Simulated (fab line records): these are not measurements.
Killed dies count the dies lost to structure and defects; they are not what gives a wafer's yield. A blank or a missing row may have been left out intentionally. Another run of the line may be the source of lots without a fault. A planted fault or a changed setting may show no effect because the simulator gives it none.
2 desks, one fault :: flow rit cmos :: what lay behind the numbers comes last; until then each desk has only its own

## THE TOOL OWNER'S DESK: plasma asher-04
The tool's own readings at RIT_PRETRO_STRIP_09 (strips in O2, time 180 s): means of the sampled wafers that have a number, for each lot that ran on this tool. The brackets show how far a lot's mean lies from the usual mean; more than 4 standard deviations puts the lot out of limits, marked OUT.
Columns: A = drypump motor current A at RIT_PRETRO_STRIP_09, usual 5.5 A; B = run length s at RIT_PRETRO_STRIP_09, usual 208.1 s
lot: L869
first seen here: day 3 23:41
A: 5.3
B: 209.0

lot: L876
first seen here: day 5 10:16
A: 5.4
B: 27.3 (-99 or more) OUT
This desk's finding: out of limits on L876; first on L876, day 5 10:16 (run length s at RIT_PRETRO_STRIP_09). In limits: L869.

## METROLOGY DESK
What the gauges read, lot by lot, whatever tool the lot ran on: means of the sampled wafers that have a number. The brackets show how far a lot's mean lies from the usual mean; more than 4 standard deviations puts the lot out of limits, marked OUT.
Columns: A = cd nm at RIT_ACTIVE_CD_MEAS_11, usual 1399.8 nm; B = CONTACT_OVL at RIT_CONTACT_OVL_MEAS_09, usual -0.8 nm
lot: L861
first seen here: day 1 16:34
A: 1402.0
B: -1.2

lot: L863
first seen here: day 2 00:26
A: 1401.8
B: -0.8

lot: L864
first seen here: day 2 05:34
A: 1400.6
B: -1.4

lot: L865
first seen here: day 2 10:34
A: 1402.4
B: 0.7

lot: L866
first seen here: day 2 16:38
A: 1400.2
B: -2.3

lot: L867
first seen here: day 2 20:34
A: 1397.2
B: -0.3

lot: L869
first seen here: day 3 07:05
A: 1400.3
B: -1.7

lot: L871
first seen here: day 3 16:51
A: 1398.9
B: -1.2

lot: L873
first seen here: day 4 02:28
A: 1402.3
B: -2.0

lot: L876
first seen here: day 4 17:26
A: 1396.0
B: -

lot: L880
first seen here: day 5 13:28
A: 1403.6
B: -0.5

lot: L882
first seen here: day 6 00:53
A: 1403.8
B: -3.0

lot: L883
first seen here: day 6 05:08
A: 1400.4
B: -1.3
Finding of this desk: none of the 13 lots has anything out of limits.

## PUT TOGETHER
The tool owner's desk had the chance to raise an alarm at day 5 10:16 on L876.
Nothing out of limits was seen by the metrology desk.
The metrology desk has L876 on record, within its limits.
Every lot named ran RIT_PRETRO_STRIP_09 on plasma asher-04.

## WHAT HAD BEEN PUT IN BY THE SIMULATOR
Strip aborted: plasma asher-04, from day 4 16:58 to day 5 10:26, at RIT_PRETRO_STRIP_09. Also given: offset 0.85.
Struck lots among those shown: L876.
Time in hours from fault onset to the first out-of-limits reading at each desk: the tool owner's desk, 17.
